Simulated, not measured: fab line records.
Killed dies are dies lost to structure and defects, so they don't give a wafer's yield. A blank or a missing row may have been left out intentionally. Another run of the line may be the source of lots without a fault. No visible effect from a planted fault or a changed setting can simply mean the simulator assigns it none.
The same fault as seen by 2 desks ; flow ritCmos ; each desk has only its own numbers; what lay behind them comes last

== THE TOOL OWNER'S DESK: lithoTrack-03 ==
The tool's own readings at RIT_M1_DEVELOP_08 (develop time 68 s): means of the sampled wafers that have a number, for each lot that ran on this tool. If a lot's mean is further than 4 standard deviations from the usual mean, the lot is out of limits and carries the mark OUT (the distance appears in the brackets).
Columns: A = resistLineTempC at RIT_M1_DEVELOP_08, usual 22.98 C
lot;first seen here;A
L361;day 3 08:00;22.84
L364;day 4 02:00;23.05
L367;day 4 14:00;23.05
L368;day 4 23:00;22.93
L369;day 5 04:00;23.02
L373;day 5 22:00;22.87
L374;day 6 03:00;23.11
L377;day 6 16:00;23.02
Result from this desk: across the 8 lots, nothing is out of limits.

== METROLOGY DESK ==
Means of the sampled wafers that have a number, per lot and without regard to the tool the lot ran on: this is what the gauges read. If a lot's mean is further than 4 standard deviations from the usual mean, the lot is out of limits and carries the mark OUT (the distance appears in the brackets).
Columns: A = cdNm at RIT_GATE_CD_MEAS_90, usual 149.6 nm; B = PSD_RS at RIT_SDANNEAL_RS_MEAS_04, usual 115.9 ohm/sq; C = cdNm at RIT_M1_CD_MEAS_09, usual 2600.4 nm; D = M1_OVL at RIT_M1_OVL_MEAS_10, usual 0.4 nm
lot;first seen here;A;B;C;D
L361;day 2 14:01;150.2;116.2;2598.7;1.8
L362;day 2 18:20;144.8;115.8;2599.5;1.3
L363;day 3 05:50;147.6;115.8;2598.1;-0.0
L364;day 3 08:51;149.4;115.9;2600.4;-0.8
L366;day 3 17:02;151.0;115.6;2602.5;0.8
L367;day 3 21:17;151.3;115.9;2598.7;2.0
L368;day 4 06:55;151.5;116.1;2602.2;-0.4
L369;day 4 10:16;147.8;115.8;2602.0;-0.8
L372;day 4 23:53;147.5;115.6;2602.8;1.3
L373;day 5 04:26;150.9;116.2;-;-
L374;day 5 10:15;150.7;115.7;-;-
L377;day 5 23:11;150.5;116.4;-;-
L381;day 6 17:19;149.5;115.4;2601.7;-0.6
L382;day 7 04:20;149.4;116.3;2599.2;0.1
L384;day 7 12:32;150.4;115.9;2601.1;0.3
Result from this desk: across the 15 lots, nothing is out of limits.

== TAKEN TOGETHER ==
The desk of the tool owner found nothing out of limits.
From the metrology desk's view, nothing was out of limits.

== WHAT THE SIMULATOR HAD INSERTED ==
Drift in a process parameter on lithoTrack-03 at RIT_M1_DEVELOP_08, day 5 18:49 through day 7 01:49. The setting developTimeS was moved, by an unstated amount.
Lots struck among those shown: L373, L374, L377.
